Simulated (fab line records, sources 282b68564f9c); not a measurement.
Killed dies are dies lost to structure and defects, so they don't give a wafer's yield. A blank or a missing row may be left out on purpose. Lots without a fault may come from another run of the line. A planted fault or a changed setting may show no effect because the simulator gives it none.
Problem report in the 8D (eight disciplines) form, filled by code | flow rit_cmos | the parts of the form that need people (team, actions taken, sign-off) are left out

1. THE PROBLEM
REOX_OXIDE_THK at RIT_REOX_THK_MEAS_04 reads a mean of 30.2 nm on 6 wafers of 2 lots; wafers without a fault read 25.0 nm with a standard deviation of 0.43. That is +12 standard deviations from the usual mean.
First seen on wafer L733.1, day 6 20:50, on film_metro-02. The record holds 42 wafers of 14 lots with a number at this step. Rule for "out", or "out of limits": more than 4 standard deviations from the usual mean. The other wafers with a number count as sound.

2. WHAT IT IS AND WHAT IT IS NOT
question                    | is                           | is not
which readings at this step | REOX_OXIDE_THK               | -
which lots                  | L733, L734                   | L714, L715, L716, L717, L721, L722, L723, L725, L726, L727, L728, L729
which wafers of those lots  | all that have a number       | -
read on which gauges        | film_metro-02, film_metro-03 | film_metro-01
when                        | from day 6 20:50             | up to then (36 sound wafers)

3. SUSPECTS, AND WHAT RULES EACH OUT
Counting: a tool at a process step up to the reading stays a suspect if it ran every lot that is out and no sound lot after the first of them.
- the gauge at RIT_REOX_THK_MEAS_04: ruled out. The wafers that are out were read on 2 gauges (film_metro-02, film_metro-03).
- furnace-01 at RIT_REOX_OXIDATION_03 (target thk 25.2 nm, ox time 5580 s): kept. It ran every lot that is out, first L733 (day 6 18:17), and no sound lot after that; its last sound lot up to then is L727 (day 5 09:12). Its own readings are out on those wafers: spike_tc_centre_C, spike_tc_load_C, spike_tc_source_C, tube_center_temp_C, tube_center_temp_C_max.
Left after counting: furnace-01 at RIT_REOX_OXIDATION_03.

4. THE CAUSE (what the simulator had put in)
Process parameter drift: furnace-01, from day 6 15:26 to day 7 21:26, at RIT_REOX_OXIDATION_03. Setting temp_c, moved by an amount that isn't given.
Counting left only this tool.

5. THE CHAIN OF EFFECTS, in route order
Each row: a reading whose mean over the struck wafers that have a number lies more than 3 standard deviations from the usual. Only readings for which the record gives a usual standard deviation are gone through. hours: the time from each lot's start at the first step in this table that gives one to its start at this step, as a median over the lots. sigmas: the change in usual standard deviations.
hours | step                  | reading                | usual   | on struck wafers | change | sigmas
0     | RIT_REOX_OXIDATION_03 | spike_tc_centre_C      | 902.3 C | 921.9            | +19.6  | +20
0     | RIT_REOX_OXIDATION_03 | spike_tc_load_C        | 923 C   | 940              | +17    | +5.4
0     | RIT_REOX_OXIDATION_03 | spike_tc_source_C      | 923.5 C | 944.4            | +20.9  | +16
0     | RIT_REOX_OXIDATION_03 | tube_center_temp_C     | 900 C   | 920              | +20    | +99 or more
0     | RIT_REOX_OXIDATION_03 | tube_center_temp_C_max | 902.3   | 922.0            | +19.7  | +48
3     | RIT_REOX_THK_MEAS_04  | REOX_OXIDE_THK         | 25.0 nm | 30.2             | +5.2   | +12
The process steps in it:
- RIT_REOX_OXIDATION_03: target thk 25.2 nm, ox time 5580 s.

6. WHAT WOULD HAVE CAUGHT IT SOONER
In this record the first reading out of limits at a measuring or inspecting step was taken at day 6 20:50, 5 hours after the fault began at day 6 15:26.
The tool's own readings at RIT_REOX_OXIDATION_03 were out on every struck wafer that the step has a row for (spike_tc_centre_C, spike_tc_load_C, spike_tc_source_C, tube_center_temp_C, tube_center_temp_C_max): an alarm limit on them would have fired on the first of those.
All the lots that are out (2) had begun RIT_REOX_OXIDATION_03 on furnace-01 by day 6 20:50. A hold on the tool at that time would have spared none of them.
